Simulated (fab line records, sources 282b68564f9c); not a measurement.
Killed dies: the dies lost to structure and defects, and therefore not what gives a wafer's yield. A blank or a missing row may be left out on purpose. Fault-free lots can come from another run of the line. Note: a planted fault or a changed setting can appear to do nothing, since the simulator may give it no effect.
8D (eight disciplines) problem report, filled in by code || flow rit cmos || the parts of the form that need people (team, actions taken, sign-off) are left out

## 1. WHAT WENT WRONG
Across 12 wafers from 4 lots, PRETRO_OVL at RIT_PRETRO_OVL_MEAS_06 averages -149.8 nm, while fault-free wafers read -0.5 nm with a standard deviation of 1.4. That is -99 or more standard deviations from the usual mean.
The first sign was on wafer L940.1 at day 5 09:02, on overlay-02. The record holds 48 wafers of 16 lots with a number at this step. The rule behind "out" and "out of limits": a value lying over 4 standard deviations away from the usual mean. Any other wafer with a number is counted as sound.

## 2. WHAT IT IS; WHAT IT IS NOT
{"question": "which readings at this step", "is": "PRETRO_OVL", "is not": "-"}
{"question": "which lots", "is": "L940, L941, L942, L943", "is not": "L926, L927, L928, L929, L931, L934, L935, L936, L938, L939, L944, L949"}
{"question": "which wafers of those lots", "is": "all that have a number", "is not": "-"}
{"question": "read on which gauges", "is": "overlay-01, overlay-02", "is not": "-"}
{"question": "when", "is": "from day 5 09:02", "is not": "up to then (30 sound wafers); but 6 sound wafers of L944, L949 came after"}

## 3. THE SUSPECTS, EACH WITH WHAT RULES IT OUT
Counting: a tool at any process step up to the reading remains a suspect when it ran all the lots that are out and ran no sound lot after the first of those.
- the gauge at RIT_PRETRO_OVL_MEAS_06 has been ruled out. 2 gauges (overlay-01, overlay-02) read the wafers that are out.
- iline stepper-02 at RIT_PRETRO_EXPOSE_03 (exposes mask M5, target cd 43700 nm): kept. All lots that are out passed through it, beginning with L940 at day 5 08:37, and no sound lot followed; its final sound lot before that point was L938 at day 5 01:26.
The count leaves iline stepper-02 at RIT_PRETRO_EXPOSE_03.

## 4. THE CAUSE (what the simulator had put in)
Scanner matching overlay: iline stepper-02, from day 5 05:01 on, at RIT_PRETRO_EXPOSE_03. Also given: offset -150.
Counting left only this tool.

## 5. THE CHAIN OF EFFECTS, in route order
Each row: a reading whose mean over the struck wafers that have a number lies more than 3 standard deviations from the usual. Only readings for which the record gives a usual standard deviation are gone through. hours: the time from each lot's start at the first step in this table that gives one to its start at this step, as a median over the lots. sigmas: the change in usual standard deviations.
{"hours": 0, "step": "RIT_PRETRO_OVL_MEAS_06", "reading": "PRETRO_OVL", "usual": "-0.5 nm", "on struck wafers": -149.8, "change": -149.2, "sigmas": "-99 or more"}

## 6. HOW IT WOULD HAVE BEEN CAUGHT EARLIER
Counted from the fault's start at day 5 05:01, it took 4 hours until the first out-of-limits reading at a measuring or inspecting step in this record, taken at day 5 09:02.
An alarm limit of 4 standard deviations would not have fired on the tool readings at RIT_PRETRO_EXPOSE_03 for which the record gives a usual standard deviation, since none of them was out on any struck wafer.
L941, L942, L943, from the lots that are out (4), started RIT_PRETRO_EXPOSE_03 on iline stepper-02 later than day 5 09:02. A hold on the tool at that time would have spared those 3.
